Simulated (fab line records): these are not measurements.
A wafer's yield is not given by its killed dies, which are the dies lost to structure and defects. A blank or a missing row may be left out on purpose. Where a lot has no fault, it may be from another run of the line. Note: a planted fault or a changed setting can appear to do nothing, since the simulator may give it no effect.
2 desks, one fault | flow rit_cmos | each desk has only its own numbers; what lay behind them comes last

== FROM THE METROLOGY DESK ==
What the gauges read for every lot (on any tool): the sampled wafers with a number, averaged. If a lot's mean is further than 4 standard deviations from the usual mean, the lot is out of limits and carries the mark OUT (the distance appears in the brackets).
Columns: A = NWELL_OVL at RIT_NWELL_OVL_MEAS_06, usual -0.4 nm; B = NWELL_TW at RIT_NWELL_TW_MEAS_10, usual 2150; C = PWELL_OVL at RIT_PWELL_OVL_MEAS_06, usual -0.1 nm
lot  | first seen here | A    | B    | C
L892 | day 2 17:32     | 0.5  | 2146 | -0.5
L895 | day 3 10:29     | -0.2 | 2140 | 0.4
L897 | day 4 02:44     | 2.8  | 2133 | 0.0
L901 | day 4 14:35     | 0.3  | 2170 | -1.6
L903 | day 5 01:01     | -1.1 | 2131 | -0.6
L911 | day 6 18:08     | -2.1 | 2158 | 0.1
Result from this desk: across the 6 lots, nothing is out of limits.

== FOR THE TOOL OWNER'S DESK: litho_track-01 ==
The tool's own readings at RIT_PWELL_COAT_01 (resist thk 1300 nm): means of the sampled wafers that have a number, for each lot that ran on this tool. If a lot's mean is further than 4 standard deviations from the usual mean, the lot is out of limits and carries the mark OUT (the distance appears in the brackets).
Columns: A = spin_speed_rpm at RIT_PWELL_COAT_01, usual 2000.1 rpm
lot  | first seen here | A
L892 | day 2 18:23     | 1997.8
L895 | day 3 11:19     | 2002.6
L897 | day 4 03:35     | 2000.9
L911 | day 6 19:01     | 1999.0
Result from this desk: across the 4 lots, nothing is out of limits.

== TAKEN TOGETHER ==
The metrology desk saw nothing out of limits.
Nothing out of limits was seen by the tool owner's desk.

== WHAT THE SIMULATOR PUT IN ==
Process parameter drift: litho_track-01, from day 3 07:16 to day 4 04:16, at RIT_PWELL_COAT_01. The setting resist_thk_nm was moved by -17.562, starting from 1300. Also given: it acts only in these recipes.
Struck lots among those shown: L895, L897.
